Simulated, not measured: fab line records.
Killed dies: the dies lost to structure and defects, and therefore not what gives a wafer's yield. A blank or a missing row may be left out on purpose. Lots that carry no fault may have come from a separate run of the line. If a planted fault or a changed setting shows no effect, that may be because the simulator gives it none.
Which of the tools did it? | flow berkeleyCmos170 | Sampling: 14 lots, 42 wafers, 5 of 331 route steps

== WHAT THE GAUGES READ, wafer by wafer ==
UCB170_FIELD_THK_MEAS_02.
lot  | measured    | on           | FIELD_OXIDE_THK (nm)
L916 | day 4 07:39 | filmMetro-03 | 542 545 554
L917 | day 4 07:40 | filmMetro-04 | 553 555 549
L918 | day 4 13:17 | filmMetro-01 | 561 564 560
L919 | day 4 20:17 | filmMetro-03 | 538 537 525
L921 | day 5 06:12 | filmMetro-04 | 557 550 548
L920 | day 5 06:13 | filmMetro-01 | 555 552 557
L925 | day 5 22:59 | filmMetro-01 | 560 560 556
L927 | day 6 13:17 | filmMetro-01 | 538 534 534
L926 | day 6 13:18 | filmMetro-04 | 546 541 550
L928 | day 6 20:39 | filmMetro-01 | 551 550 552
L929 | day 7 03:56 | filmMetro-04 | 553 552 551
L937 | day 8 15:51 | filmMetro-04 | 546 548 547
L939 | day 8 21:19 | filmMetro-04 | 560 556 557
L938 | day 8 21:20 | filmMetro-03 | 564 557 545

UCB170_NLDD_CD_MEAS_06 targets a cd of 1200 nm.
lot  | measured     | on       | cdNm (nm)
L916 | day 5 19:31  | cdSem-01 | 1199.1 1199.7 1200.3
L917 | day 5 18:32  | cdSem-01 | 1200.6 1201.7 1202.0
L918 | day 6 07:26  | cdSem-01 | 1203.9 1203.6 1204.3
L919 | day 6 09:19  | cdSem-02 | 1199.3 1198.4 1198.5
L921 | day 6 23:28  | cdSem-01 | 1201.2 1201.9 1201.8
L920 | day 7 01:29  | cdSem-01 | 1198.0 1199.4 1200.3
L925 | day 7 09:32  | cdSem-01 | 1199.4 1201.5 1201.7
L927 | day 7 18:34  | cdSem-01 | 1200.0 1199.0 1200.4
L926 | day 7 17:15  | cdSem-02 | 1200.7 1199.4 1202.0
L928 | day 8 07:01  | cdSem-01 | 1197.9 1198.6 1198.3
L929 | day 8 15:55  | cdSem-01 | 1197.6 1197.2 1196.5
L937 | day 10 06:07 | cdSem-02 | 1222.1 1222.6 1222.3
L939 | day 10 21:01 | cdSem-02 | 1200.7 1199.9 1200.8
L938 | day 10 20:48 | cdSem-01 | 1219.9 1220.8 1221.4

UCB170_PSD_OVL_MEAS_07.
lot  | measured     | on         | PSD_OVL (nm)
L916 | day 6 04:22  | overlay-02 | -6 -11 -3
L917 | day 6 03:55  | overlay-01 | -6 -1 -1
L918 | day 6 11:19  | overlay-01 | -6 -12 -8
L919 | day 6 13:09  | overlay-01 | 6 0 -7
L921 | day 7 06:18  | overlay-02 | -1 0 -2
L920 | day 7 06:35  | overlay-01 | 1 0 -10
L925 | day 7 13:54  | overlay-02 | -15 -4 0
L927 | day 8 00:08  | overlay-01 | -16 -8 -18
L926 | day 7 23:53  | overlay-02 | -3 0 4
L928 | day 8 14:11  | overlay-02 | -3 3 -4
L929 | day 8 23:07  | overlay-01 | 0 3 0
L937 | day 10 12:59 | overlay-02 | -2 1 4
L939 | day 11 03:47 | overlay-01 | -8 0 -6
L938 | day 11 03:47 | overlay-02 | -10 1 2

UCB170_NSD_OVL_MEAS_07.
lot  | measured     | on         | NSD_OVL (nm)
L916 | day 6 07:22  | overlay-02 | -1 4 8
L917 | day 6 07:06  | overlay-02 | 9 8 3
L918 | day 6 16:08  | overlay-01 | 9 8 7
L919 | day 6 16:20  | overlay-01 | 5 11 3
L921 | day 7 09:08  | overlay-01 | 0 -1 -5
L920 | day 7 11:50  | overlay-02 | -1 -2 -3
L925 | day 7 16:28  | overlay-02 | 2 5 2
L927 | day 8 02:10  | overlay-02 | 16 12 12
L926 | day 8 01:56  | overlay-01 | 7 5 4
L928 | day 8 15:50  | overlay-01 | 4 7 11
L929 | day 9 00:46  | overlay-01 | -2 9 -4
L937 | day 10 16:04 | overlay-01 | 12 4 6
L939 | day 11 09:41 | overlay-02 | 6 11 16
L938 | day 11 09:16 | overlay-01 | 0 3 4

== EACH LOT AND THE TOOL THAT RAN IT (in order: tool; ch and the chambers of the sampled wafers; start) ==
lot  | UCB170_NLDD_PEB_04
L916 | lithoTrack-02 ch 0, day 5 19:14
L917 | lithoTrack-04 ch 0, day 5 18:16
L918 | lithoTrack-02 ch 0, day 6 07:10
L919 | lithoTrack-04 ch 0, day 6 09:03
L921 | lithoTrack-04 ch 0, day 6 23:12
L920 | lithoTrack-02 ch 0, day 7 01:11
L925 | lithoTrack-04 ch 0, day 7 09:15
L927 | lithoTrack-03 ch 0, day 7 18:17
L926 | lithoTrack-03 ch 0, day 7 16:59
L928 | lithoTrack-03 ch 0, day 8 06:45
L929 | lithoTrack-03 ch 0, day 8 15:39
L937 | lithoTrack-03 ch 0, day 10 05:51
L939 | lithoTrack-04 ch 0, day 10 20:45
L938 | lithoTrack-03 ch 0, day 10 20:32
- UCB170_NLDD_PEB_04

== AS READ BY THE TOOLS THEMSELVES (means over the sampled wafers that have a number; for cases with no such wafer, the mark the record gives instead) ==
The record holds no such reading with a usual standard deviation.

== THE ANSWER, worked out from the rows above alone ==
Rule: what is usual is taken from the lots themselves. Put in order of their means at a reading, lots are off if they are a third of the lots or fewer, leave a main group of 4 or more, and stand apart from it by a gap of 3 or more times the standard deviation of the main group's means; of several such gaps the widest counts. If all means in a main group match to the digits the tables above print for the reading, that group is not used. A lot without any number at a reading at which 4 lots or more have one is off too. All remaining lots with rows at the step are treated as sound. Order of review: gauges by route order, followed by the tools' own readings, for which a lot's mean as printed above is used. At the first step where some lot is off, the reading lying furthest off is the one used; lots without a number count as furthest.
Off at UCB170_NLDD_CD_MEAS_06 (cdNm): L937, L938. The main group: mean 1200.2 nm, standard deviation 1.7.
If a tool, at a process step before that reading, ran all the lots that are off and no sound lot after the first of them, it fits. Gauges at UCB170_NLDD_CD_MEAS_06: tried the same way as those tools. One fits: lithoTrack-03 at UCB170_NLDD_PEB_04. Its last sound lot is L929 (day 8 15:39), its first lot that is off L937 (day 10 05:51): a fault that began between those two fits.

== WHAT HAD BEEN PUT IN BY THE SIMULATOR ==
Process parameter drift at UCB170_NLDD_PEB_04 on lithoTrack-03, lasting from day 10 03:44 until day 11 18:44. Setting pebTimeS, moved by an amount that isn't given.
Lots struck among those shown: L937, L938. The rule above reached the same finding.
